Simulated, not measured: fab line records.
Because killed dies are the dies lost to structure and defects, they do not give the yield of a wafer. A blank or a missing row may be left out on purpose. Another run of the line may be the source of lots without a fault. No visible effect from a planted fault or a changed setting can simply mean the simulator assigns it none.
Which tool is to blame? / flow rit cmos / 15 lots, 45 wafers sampled, at 3 steps of a route of 202

## WHAT THE GAUGES SHOWED, per wafer
RIT_FOX2_THK_MEAS_01.
lot=L298; measured=day 2 03:28; on=film metro-03; FOX2_OXIDE_THK (nm)=350 346 349
lot=L299; measured=day 2 03:29; on=film metro-02; FOX2_OXIDE_THK (nm)=346 350 352
lot=L300; measured=day 2 11:45; on=film metro-01; FOX2_OXIDE_THK (nm)=352 351 348
lot=L301; measured=day 2 13:02; on=film metro-01; FOX2_OXIDE_THK (nm)=353 351 351
lot=L304; measured=day 3 02:46; on=film metro-01; FOX2_OXIDE_THK (nm)=366 359 355
lot=L305; measured=day 3 10:47; on=film metro-01; FOX2_OXIDE_THK (nm)=346 347 348
lot=L306; measured=day 3 15:58; on=film metro-03; FOX2_OXIDE_THK (nm)=343 346 353
lot=L312; measured=day 4 19:31; on=film metro-02; FOX2_OXIDE_THK (nm)=351 359 356
lot=L313; measured=day 5 04:11; on=film metro-01; FOX2_OXIDE_THK (nm)=341 341 341
lot=L314; measured=day 5 10:08; on=film metro-01; FOX2_OXIDE_THK (nm)=347 352 348
lot=L315; measured=day 5 11:28; on=film metro-01; FOX2_OXIDE_THK (nm)=356 358 353
lot=L316; measured=day 5 17:29; on=film metro-02; FOX2_OXIDE_THK (nm)=350 352 354
lot=L317; measured=day 5 21:12; on=film metro-01; FOX2_OXIDE_THK (nm)=359 354 354
lot=L319; measured=day 6 06:09; on=film metro-03; FOX2_OXIDE_THK (nm)=344 341 343
lot=L320; measured=day 6 11:52; on=film metro-03; FOX2_OXIDE_THK (nm)=360 357 357

RIT_FOX2_THK_MEAS_90.
lot=L298; measured=day 2 04:21; on=film metro-01; FIELD_OXIDE_LEFT_1_THK (nm)=322 318 321
lot=L299; measured=day 2 04:22; on=film metro-02; FIELD_OXIDE_LEFT_1_THK (nm)=319 322 325
lot=L300; measured=day 2 12:41; on=film metro-02; FIELD_OXIDE_LEFT_1_THK (nm)=324 323 321
lot=L301; measured=day 2 13:55; on=film metro-03; FIELD_OXIDE_LEFT_1_THK (nm)=326 324 324
lot=L304; measured=day 3 04:33; on=film metro-01; FIELD_OXIDE_LEFT_1_THK (nm)=339 332 328
lot=L305; measured=day 3 11:44; on=film metro-03; FIELD_OXIDE_LEFT_1_THK (nm)=318 319 320
lot=L306; measured=day 3 19:07; on=film metro-01; FIELD_OXIDE_LEFT_1_THK (nm)=315 319 326
lot=L312; measured=day 4 20:23; on=film metro-01; FIELD_OXIDE_LEFT_1_THK (nm)=323 332 328
lot=L313; measured=day 5 05:04; on=film metro-03; FIELD_OXIDE_LEFT_1_THK (nm)=314 314 314
lot=L314; measured=day 5 11:01; on=film metro-03; FIELD_OXIDE_LEFT_1_THK (nm)=320 325 321
lot=L315; measured=day 5 12:25; on=film metro-01; FIELD_OXIDE_LEFT_1_THK (nm)=329 331 326
lot=L316; measured=day 5 18:26; on=film metro-01; FIELD_OXIDE_LEFT_1_THK (nm)=324 325 327
lot=L317; measured=day 5 22:08; on=film metro-03; FIELD_OXIDE_LEFT_1_THK (nm)=331 327 326
lot=L319; measured=day 6 07:47; on=film metro-02; FIELD_OXIDE_LEFT_1_THK (nm)=317 314 316
lot=L320; measured=day 6 12:49; on=film metro-03; FIELD_OXIDE_LEFT_1_THK (nm)=333 330 330

RIT_NRETRO_OVL_MEAS_06.
lot=L298; measured=day 2 16:13; on=overlay-02; NRETRO_OVL (nm)=-0.3 -0.7 -1.2
lot=L299; measured=day 2 16:35; on=overlay-01; NRETRO_OVL (nm)=1.6 -1.0 -1.5
lot=L300; measured=day 2 22:34; on=overlay-02; NRETRO_OVL (nm)=-2.3 -2.8 -2.0
lot=L301; measured=day 3 01:11; on=overlay-02; NRETRO_OVL (nm)=-0.4 0.6 0.6
lot=L304; measured=day 3 15:59; on=overlay-01; NRETRO_OVL (nm)=-3.5 -1.0 -2.5
lot=L305; measured=day 3 22:11; on=overlay-02; NRETRO_OVL (nm)=0.9 2.8 1.9
lot=L306; measured=day 4 06:17; on=overlay-01; NRETRO_OVL (nm)=-4.0 -2.4 -4.0
lot=L312; measured=day 5 08:20; on=overlay-01; NRETRO_OVL (nm)=-0.4 -1.8 -1.3
lot=L313; measured=day 5 15:35; on=overlay-02; NRETRO_OVL (nm)=1.3 0.1 -0.5
lot=L314; measured=day 5 20:52; on=overlay-02; NRETRO_OVL (nm)=-0.5 0.3 0.4
lot=L315; measured=day 5 22:34; on=overlay-01; NRETRO_OVL (nm)=1.8 0.6 0.1
lot=L316; measured=day 6 04:25; on=overlay-01; NRETRO_OVL (nm)=-2.0 -1.3 -3.8
lot=L317; measured=day 6 09:31; on=overlay-02; NRETRO_OVL (nm)=-0.5 0.4 1.1
lot=L319; measured=day 6 18:17; on=overlay-02; NRETRO_OVL (nm)=-1.1 1.1 -1.6
lot=L320; measured=day 6 23:31; on=overlay-01; NRETRO_OVL (nm)=-1.1 0.5 0.0

## WHAT TOOL EACH LOT RAN ON (gives the tool, then ch and the chambers of the sampled wafers, and finally the start)
Record: no process step prior to these readings.

## AS READ BY THE TOOLS THEMSELVES (means over the sampled wafers that have a number; for cases with no such wafer, the mark the record gives instead)
The record holds no such reading with a usual standard deviation.

## THE ANSWER, worked out from the rows above alone
Rule: what is usual is taken from the lots themselves. The widest of any qualifying gaps counts: lots, ordered by their means at a reading, are off when they make up no more than a third of the lots, leave a main group of 4 or more, and stand apart from it by 3 or more times the standard deviation of that group's means. A main group whose means are all the same, to the digits that the tables above print for the reading, isn't used. A lot without any number at a reading at which 4 lots or more have one is off too. The other lots that the step has rows for count as sound. The gauges are gone through in route order, then the tools' own readings, and for those a lot's mean is taken as printed above. The first step at which some lot is off is used, and at that step the reading that is off furthest; a lot without a number counts as furthest.
Across all readings shown, no lot is off: no conclusion can be drawn from this.

## WHAT THE SIMULATOR HAD PUT IN
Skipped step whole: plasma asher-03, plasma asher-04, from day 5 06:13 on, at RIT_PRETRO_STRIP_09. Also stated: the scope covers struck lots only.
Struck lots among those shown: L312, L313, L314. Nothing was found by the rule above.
